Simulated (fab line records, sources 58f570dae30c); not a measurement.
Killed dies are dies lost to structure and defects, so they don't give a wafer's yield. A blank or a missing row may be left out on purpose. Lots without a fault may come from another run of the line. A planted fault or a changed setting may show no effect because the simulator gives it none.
Chamber matching | flow berkeley_cmos170 | UCB170_GATE_ETCH_15 on rie_si-01: 3 sister chambers
The step etches poly-Si in HBr/Cl2, stops on SiO2, time 56.3 s, target depth 278.2 nm. 14 wafers are shown with their chamber, then 4 later ones without.

WAFERS WITH THEIR CHAMBER
wafer  | chamber | drypump_motor_current_A (A) | throttle_valve_pct (%) | oes_product_au (a.u.)
L586.1 | 1       | 6.4                         | 26.52                  | 0.839
L586.2 | 0       | 5.9                         | 26.45                  | 0.848
L586.5 | 0       | 5.8                         | 26.44                  | 0.849
L587.2 | 2       | 6.8                         | 26.39                  | 0.834
L587.5 | 1       | 6.4                         | 26.53                  | 0.836
L587.6 | 2       | 6.8                         | 26.39                  | 0.837
L589.3 | 0       | 5.8                         | 26.46                  | 0.858
L589.4 | 2       | 6.8                         | 26.39                  | 0.835
L589.5 | 2       | 6.8                         | 26.38                  | 0.837
L591.3 | 0       | 5.8                         | 26.44                  | 0.871
L591.5 | 1       | 6.4                         | 26.50                  | 0.846
L591.6 | 0       | 5.8                         | 26.45                  | 0.859
L593.3 | 0       | 5.8                         | 26.45                  | 0.852
L593.5 | 1       | 6.4                         | 26.53                  | 0.834

SIGNATURES (means of the wafers above)
reading                 | chamber 0 | chamber 1 | chamber 2 | scatter within a chamber
drypump_motor_current_A | 5.817     | 6.400     | 6.800     | 0.0275
throttle_valve_pct      | 26.4483   | 26.5200   | 26.3875   | 0.00933
oes_product_au          | 0.85617   | 0.83875   | 0.83575   | 0.00644
Rule: a wafer's distance from a chamber is the root of the sum, over the readings, of the square of ((its reading less the chamber's mean) divided by the reading's scatter). The wafer belongs to the nearest chamber; if the next one is less than 2 further off, it can't be placed. The scatter: the root of (the sum of the squares of (reading less its chamber's mean) over the shown wafers, divided by (wafers less chambers)).

WAFERS WITHOUT THEIR CHAMBER
wafer  | drypump_motor_current_A (A) | throttle_valve_pct (%) | oes_product_au (a.u.)
L593.6 | 6.8                         | 26.39                  | 0.829
L595.3 | 5.8                         | 26.45                  | 0.794
L596.5 | 5.8                         | 26.44                  | 0.802
L600.1 | 6.4                         | 26.52                  | 0.835

WHICH CHAMBER EACH WENT THROUGH
wafer  | from the rows above | in truth
L593.6 | 2                   | 2
L595.3 | 0                   | 0
L596.5 | 0                   | 0
L600.1 | 1                   | 1
Placed correctly: 4 of 4. Can't be placed from these rows: 0. Placed wrongly: 0.
